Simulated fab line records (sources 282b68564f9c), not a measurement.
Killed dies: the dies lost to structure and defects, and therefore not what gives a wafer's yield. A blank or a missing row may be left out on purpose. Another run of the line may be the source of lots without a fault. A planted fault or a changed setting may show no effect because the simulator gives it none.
A lot that was struck, set against a sound lot / flow rit_cmos / 43 steps out of a route of 202
Sound: the wafers L963.1, L963.2, L963.3. Wafers L984.1, L984.4, L984.5 were the ones struck. The cause comes at the end.
At each step with rows: each side's tool, then ch and its chambers, then its first start. Under that, the readings that differ: sound wafers / struck wafers / difference of the means / sigmas: that difference in standard deviations of wafers without a fault.
alike: readings with means less than 2 such deviations apart, plus words and numbers identical on both sides. not compared: withheld readings, readings lacking a value on some wafer, bounds such as >300 that could conceal the same value, and numbers that have no deviation in the record and whose values overlap.
Wherever a step has rows on one side only, a row that says differs or no value, or a row with sigmas, the two part there. Numbers that don't overlap but have no deviation are shown without sigmas and don't part them. Lack of a reading on every wafer of one side parts them only where that side has two or more wafers.

first, 5 steps without rows for these wafers: RIT_PSD_COAT_01 (resist thk 1000 nm); RIT_PSD_SOFTBAKE_02 (time 60 s); RIT_PSD_EXPOSE_03 (exposes mask M10, target cd 40900 nm); RIT_PSD_PEB_04; RIT_PSD_DEVELOP_05 (develop time 50 s).
RIT_PSD_OVL_MEAS_06:
  sound on overlay-02 at day 3 17:38; struck on overlay-01 at day 8 00:17
  alike: PSD_OVL
then, 2 steps without rows for these wafers: RIT_PSD_HARDBAKE_07 (time 60 s); RIT_PSD_IMPLANT_08.
RIT_PSD_STRIP_09: strips in O2, time 180 s.
  sound on plasma_asher-01 ch 0,1, day 3 17:58; struck on plasma_asher-03 ch 1, day 8 00:37
  alike: chamber_pressure_mTorr, drypump_motor_current_A
  not compared: rf_hours_counter_h
RIT_PSD_TW_MEAS_10:
  sound on film_metro-03 at day 3 18:08; struck on film_metro-02 at day 8 00:48
reading=PSD_TW; sound=3391 3424 3399; struck=3496 3480 3484; difference=+82; sigmas=+2
then, 2 steps without rows for these wafers: RIT_SDANNEAL_CLEAN_00 (cleans in SC1, time 600 s); RIT_SDANNEAL_CLEAN_01 (cleans in dHF, time 30 s).
RIT_SDANNEAL_CLEAN_02: cleans in SC2, time 600 s.
  sound on wet_bench-04 ch 3, day 3 18:23; struck on wet_bench-02 ch 0, day 8 01:03
RIT_SDANNEAL_RTA_03: time 5 s.
  sound on rtp_anneal-02 ch 0, day 3 18:34; struck on rtp_anneal-01 ch 0, day 8 01:14
  alike: wafer_temp_C_max
RIT_SDANNEAL_RS_MEAS_04: a four-point-probe measurement.
  sound on film_metro-01 at day 3 18:38; struck on film_metro-03 at day 8 01:17
  alike: PSD_RS
RIT_SDANNEAL_RS_MEAS_05: a four-point-probe measurement.
  sound on film_metro-01 at day 3 18:45; struck on film_metro-03 at day 8 01:24
  alike: NSD_RS
RIT_SDANNEAL_RS_MEAS_06: a four-point-probe measurement.
  sound on film_metro-01 at day 3 18:52; struck on film_metro-03 at day 8 01:31
  alike: PLDD_RS
RIT_SDANNEAL_RS_MEAS_07: a four-point-probe measurement.
  sound on film_metro-01 at day 3 18:59; struck on film_metro-03 at day 8 01:38
  alike: NLDD_RS
then, 2 steps without rows for these wafers: RIT_SILICIDE_WET_ETCH_00 (etches SiO2 in BOE, target depth 14 nm, time 15 s); RIT_SILICIDE_SPUTTER_01 (material Ti, target thk 30 nm, time 240 s).
RIT_SILICIDE_RS_MEAS_02: a four-point-probe measurement.
  sound on film_metro-02 at day 3 19:16; struck on film_metro-02 at day 8 01:56
  alike: SILICIDE_TI_RS
RIT_SILICIDE_THK_MEAS_03: measures by xrf.
  sound on film_metro-02 at day 3 19:23; struck on film_metro-02 at day 8 02:03
  alike: SILICIDE_TI_THK
RIT_SILICIDE_RTA_04: time 10 s, ramp up 5 s, ramp down 5 s.
  sound on rtp_anneal-01 ch 0, day 3 19:27; struck on rtp_anneal-02 ch 0, day 8 02:07
  alike: wafer_temp_C_max
then, 2 steps without rows for these wafers: RIT_SILICIDE_WET_ETCH_05 (etches Ti in SPM, time 120 s); RIT_SILICIDE_RTA_06 (time 10 s, ramp up 5 s, ramp down 10 s).
RIT_CONTACT_CVD_00: deposits SiO2 from TEOS, target thk 400 nm, time 61 s.
  sound on pecvd-04 ch 0,1,2, day 3 19:40; struck on pecvd-04 ch 0,1,2, day 8 02:17
  alike: heater_power_w
RIT_CONTACT_THK_MEAS_01:
  sound on film_metro-02 at day 3 19:43; struck on film_metro-02 at day 8 02:20
  alike: CONTACT_TEOS_THK
then, 6 steps without rows for these wafers: RIT_CONTACT_HMDS_02 (prime time 60 s); RIT_CONTACT_COAT_03 (resist thk 1000 nm); RIT_CONTACT_SOFTBAKE_04 (time 60 s); RIT_CONTACT_EXPOSE_05 (exposes mask M11, target cd 1000 nm); RIT_CONTACT_PEB_06; RIT_CONTACT_DEVELOP_07 (develop time 120 s).
RIT_CONTACT_CD_MEAS_08: target cd 1000 nm.
  sound on cd_sem-02 at day 3 20:44; struck on cd_sem-02 at day 8 03:29
  alike: cd_nm
RIT_CONTACT_OVL_MEAS_09:
  sound on overlay-02 at day 3 20:51; struck on overlay-01 at day 8 03:36
  alike: CONTACT_OVL
then, 1 step without rows for these wafers: RIT_CONTACT_HARDBAKE_10 (time 60 s).
RIT_CONTACT_ETCH_11: etches SiO2 in CHF3/CF4/Ar, stops on TiSi2, target depth 480 nm, time 320 s.
  sound on rie_diel-02 ch 0,2,3, day 3 21:02; struck on rie_diel-02 ch 0,1,3, day 8 03:47
  alike: chamber_pressure_mTorr, drypump_motor_current_A, oes_product_au, throttle_valve_pct
  not compared: rf_hours_counter_h
then, 1 step without rows for these wafers: RIT_CONTACT_STRIP_12 (strips in O2, time 180 s).
RIT_CONTACT_CD_MEAS_90: target cd 1000 nm.
  sound on cd_sem-02 at day 3 21:25; struck on cd_sem-02 at day 8 04:10
  alike: cd_nm
then, 3 steps without rows for these wafers: RIT_CONTACT_CLEAN_13 (cleans in SC1, time 600 s); RIT_CONTACT_CLEAN_14 (cleans in SC2, time 600 s); RIT_M1_SPUTTER_00 (material Al, target thk 400 nm, time 500 s).
RIT_M1_PROBE_99:
  sound on prober-01 at day 4 02:01; struck on prober-01 at day 8 08:40
reading=killed_at_front_end; sound=6 7 5; struck=26 26 31; difference=+22; sigmas=+8
reading=killed_dies; sound=6 7 5; struck=26 26 31; difference=+22; sigmas=+8
reading=killed_on_rim; sound=3 0 2; struck=8 11 10; difference=+8; sigmas=+6
reading=killed_open; sound=2 1 1; struck=4 6 6; difference=+4; sigmas=+2
  alike: killed_at_M0_to_M3, killed_at_contacts, killed_short

## WHERE THEY PART
Earliest at RIT_PSD_TW_MEAS_10; latest, in this record, at RIT_M1_PROBE_99.

WHY: what the simulator had put in
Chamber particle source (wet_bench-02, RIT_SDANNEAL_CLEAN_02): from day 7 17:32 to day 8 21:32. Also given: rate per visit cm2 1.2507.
